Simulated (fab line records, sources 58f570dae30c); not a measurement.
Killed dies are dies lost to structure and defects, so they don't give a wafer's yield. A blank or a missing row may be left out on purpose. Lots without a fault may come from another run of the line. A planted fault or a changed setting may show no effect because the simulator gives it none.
Problem report in the 8D (eight disciplines) form, filled by code | flow berkeley_cmos170 | the parts of the form that need people (team, actions taken, sign-off) are left out

1. THE PROBLEM
oes_product_au at UCB170_PWELL_STRIP_16 reads a mean of 0.662 a.u. on 6 wafers of 2 lots; wafers without a fault read 0.720 a.u. with a standard deviation of 0.0041. That is -14 standard deviations from the usual mean.
The step: strips in O2.
First seen on wafer L134.2, day 6 22:37, on plasma_asher-02. The record holds 42 wafers of 14 lots with a number at this step. Rule for "out", or "out of limits": more than 4 standard deviations from the usual mean. The other wafers with a number count as sound.

2. WHAT IT IS AND WHAT IT IS NOT
question                    | is                     | is not
which readings at this step | oes_product_au         | drypump_motor_current_A, strip_time_to_endpoint_s
which lots                  | L134, L137             | L116, L117, L119, L120, L121, L123, L125, L126, L128, L129, L136, L139
which wafers of those lots  | all that have a number | -
read on which tools         | plasma_asher-02        | plasma_asher-01, plasma_asher-04
when                        | from day 6 22:37       | up to then (30 sound wafers); but 6 sound wafers of L136, L139 came after

3. SUSPECTS, AND WHAT RULES EACH OUT
Counting: a tool at a process step up to the reading stays a suspect if it ran every lot that is out and no sound lot after the first of them.
- plasma_asher-02 at UCB170_PWELL_STRIP_16 (strips in O2): kept. It ran every lot that is out, first L134 (day 6 22:37), and no sound lot after that; its last sound lot up to then is L128 (day 5 14:29). Its own readings are out on those wafers: oes_product_au.
Left after counting: plasma_asher-02 at UCB170_PWELL_STRIP_16.

4. THE CAUSE (what the simulator had put in)
Process parameter drift: plasma_asher-02, from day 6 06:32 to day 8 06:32, at UCB170_PWELL_STRIP_16. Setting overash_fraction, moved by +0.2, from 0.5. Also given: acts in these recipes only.
Counting left only this tool.

5. THE CHAIN OF EFFECTS, in route order
Each row: a reading whose mean over the struck wafers that have a number lies more than 3 standard deviations from the usual. Only readings for which the record gives a usual standard deviation are gone through. hours: the time from each lot's start at the first step in this table that gives one to its start at this step, as a median over the lots. sigmas: the change in usual standard deviations.
hours | step                  | reading        | usual      | on struck wafers | change | sigmas
0     | UCB170_PWELL_STRIP_16 | oes_product_au | 0.720 a.u. | 0.662            | -0.058 | -14
The process steps in it:
- UCB170_PWELL_STRIP_16: strips in O2.

6. WHAT WOULD HAVE CAUGHT IT SOONER
In this record the first reading out of limits was taken at day 6 22:37, 16 hours after the fault began at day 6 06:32.
